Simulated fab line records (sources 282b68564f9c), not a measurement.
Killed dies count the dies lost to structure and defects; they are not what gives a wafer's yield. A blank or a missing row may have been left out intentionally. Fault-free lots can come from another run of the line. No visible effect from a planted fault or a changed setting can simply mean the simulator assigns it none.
8D (eight disciplines) problem report, filled in by code || flow ritCmos || the parts of the form that need people (team, actions taken, sign-off) are left out

1. THE PROBLEM
NSD_TW at RIT_NSD_TW_MEAS_10 reads a mean of 2955 on 6 wafers of 2 lots; wafers without a fault read 3147 with a standard deviation of 35. Relative to the usual mean, that is a shift of -5.5 standard deviations.
First seen on wafer L777.3, day 8 06:45, on filmMetro-01. The record has a number at this step for 42 wafers belonging to 14 lots. By rule, "out" or "out of limits" means more than 4 standard deviations away from the usual mean. Any other wafer with a number is counted as sound.

2. WHAT IT IS; WHAT IT IS NOT
{"question": "which readings at this step", "is": "NSD_TW", "is not": "-"}
{"question": "which lots", "is": "L777, L778", "is not": "L756, L757, L758, L760, L761, L762, L765, L766, L767, L769, L770, L775"}
{"question": "which wafers of those lots", "is": "all that have a number", "is not": "-"}
{"question": "read on which gauges", "is": "filmMetro-01", "is not": "filmMetro-02, filmMetro-03"}
{"question": "when", "is": "from day 8 06:45", "is not": "up to then (36 sound wafers)"}

3. SUSPECTS, AND WHAT RULES EACH OUT
Counting: a tool at a process step up to the reading stays a suspect if it ran every lot that is out and no sound lot after the first of them.
- the gauge at RIT_NSD_TW_MEAS_10: ruled out. All the wafers that are out were read on filmMetro-01, but those of them that RIT_NSD_IMPLANT_08 has rows for are out there too, on other tools.
- implanter-02 at RIT_NSD_IMPLANT_08: kept. It ran every lot that is out, first L777 (day 8 06:28), and no sound lot after that; its last sound lot up to then is L767 (day 5 13:38). Its own beamEnergyKeV readings are out on those wafers.
Remaining after the count: implanter-02 at RIT_NSD_IMPLANT_08.

4. THE CAUSE (what the simulator had put in)
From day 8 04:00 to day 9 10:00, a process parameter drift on implanter-02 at RIT_NSD_IMPLANT_08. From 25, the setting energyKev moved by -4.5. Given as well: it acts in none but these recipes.
After counting, this tool was the only one left.

5. THE EFFECT CHAIN, in route order
Each row: a reading whose mean over the struck wafers that have a number lies more than 3 standard deviations from the usual. Only readings for which the record gives a usual standard deviation are gone through. hours: the time from each lot's start at the first step in this table that gives one to its start at this step, as a median over the lots. sigmas: the change in usual standard deviations.
{"hours": 0, "step": "RIT_NSD_IMPLANT_08", "reading": "beamEnergyKeV", "usual": 25.001, "on struck wafers": 20.492, "change": -4.509, "sigmas": "-99 or more"}
{"hours": 0, "step": "RIT_NSD_TW_MEAS_10", "reading": "NSD_TW", "usual": 3147, "on struck wafers": 2955, "change": -192, "sigmas": -5.5}
{"hours": 5, "step": "RIT_SDANNEAL_RS_MEAS_05", "reading": "NSD_RS", "usual": "84.54 ohm/sq", "on struck wafers": 86.46, "change": "+1.92", "sigmas": "+6.8"}
Here are the process steps it includes:
- RIT_NSD_IMPLANT_08

6. WHAT WOULD HAVE CAUGHT IT SOONER
3 hours passed between the start of the fault at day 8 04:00 and the first reading out of limits at a measuring or inspecting step in this record, taken at day 8 06:45.
Tool's own readings at RIT_NSD_IMPLANT_08, beamEnergyKeV: out on all struck wafers the step has rows for; an alarm limit on them would have tripped on the first.
L778, from the lots that are out (2), started RIT_NSD_IMPLANT_08 on implanter-02 later than day 8 06:45. Holding the tool at that time would have saved it.
